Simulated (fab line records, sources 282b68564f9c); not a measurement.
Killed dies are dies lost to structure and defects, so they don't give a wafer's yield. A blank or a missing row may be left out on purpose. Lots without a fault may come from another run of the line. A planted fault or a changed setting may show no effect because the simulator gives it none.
Which tool did it? | flow rit_cmos | 13 lots, 39 wafers sampled, at 1 step of a route of 202

WHAT THE GAUGES READ, wafer by wafer
RIT_PRETRO_OVL_MEAS_06. Usual: PRETRO_OVL 0.4 nm, standard deviation 1.4.
lot  | measured    | on         | PRETRO_OVL (nm) | flag
L928 | day 2 11:29 | overlay-02 | 1.4 2.6 3.9     |
L929 | day 2 21:29 | overlay-01 | -1.0 1.0 -0.7   |
L931 | day 3 03:30 | overlay-02 | 1.9 0.6 1.5     |
L932 | day 3 08:32 | overlay-02 | 0.3 0.1 0.8     |
L933 | day 3 12:09 | overlay-02 | 0.5 -0.9 -2.1   |
L934 | day 3 15:16 | overlay-01 | -1.7 -1.4 -0.2  |
L935 | day 3 19:22 | overlay-01 | 0.1 0.9 1.8     |
L938 | day 4 13:50 | overlay-02 | 3.1 2.7 2.9     |
L939 | day 4 22:44 | overlay-01 | 1.5 1.8 2.1     |
L940 | day 5 03:43 | overlay-02 | 0.5 0.1 0.6     |
L945 | day 6 05:53 | overlay-01 | -0.6 -0.3 0.8   |
L949 | day 6 20:17 | overlay-02 | -0.4 0.8 1.7    |
L950 | day 7 04:17 | overlay-02 | 0.4 1.8 1.3     |

WHICH TOOL RAN EACH LOT (tool, then ch and the chambers of the sampled wafers, then the start)
The record holds no process step before these readings.

WHAT THE TOOLS THEMSELVES READ (means of the sampled wafers that have a number; where no wafer has one, the mark that the record gives instead)
The record holds no such reading with a usual standard deviation.

THE ANSWER, worked out from the rows above alone
Rule: a lot is off if the mean of its wafers that have a number lies more than 3 standard deviations from the usual mean. A lot without any number at a reading at which 4 lots or more have one is off too. The other lots that the step has rows for count as sound. The gauges are gone through in route order, then the tools' own readings, and for those a lot's mean is taken as printed above. The first step at which some lot is off is used, and at that step the reading that is off furthest; a lot without a number counts as furthest.
No lot is off at any reading shown: from this, nothing can be told.

WHAT THE SIMULATOR HAD PUT IN
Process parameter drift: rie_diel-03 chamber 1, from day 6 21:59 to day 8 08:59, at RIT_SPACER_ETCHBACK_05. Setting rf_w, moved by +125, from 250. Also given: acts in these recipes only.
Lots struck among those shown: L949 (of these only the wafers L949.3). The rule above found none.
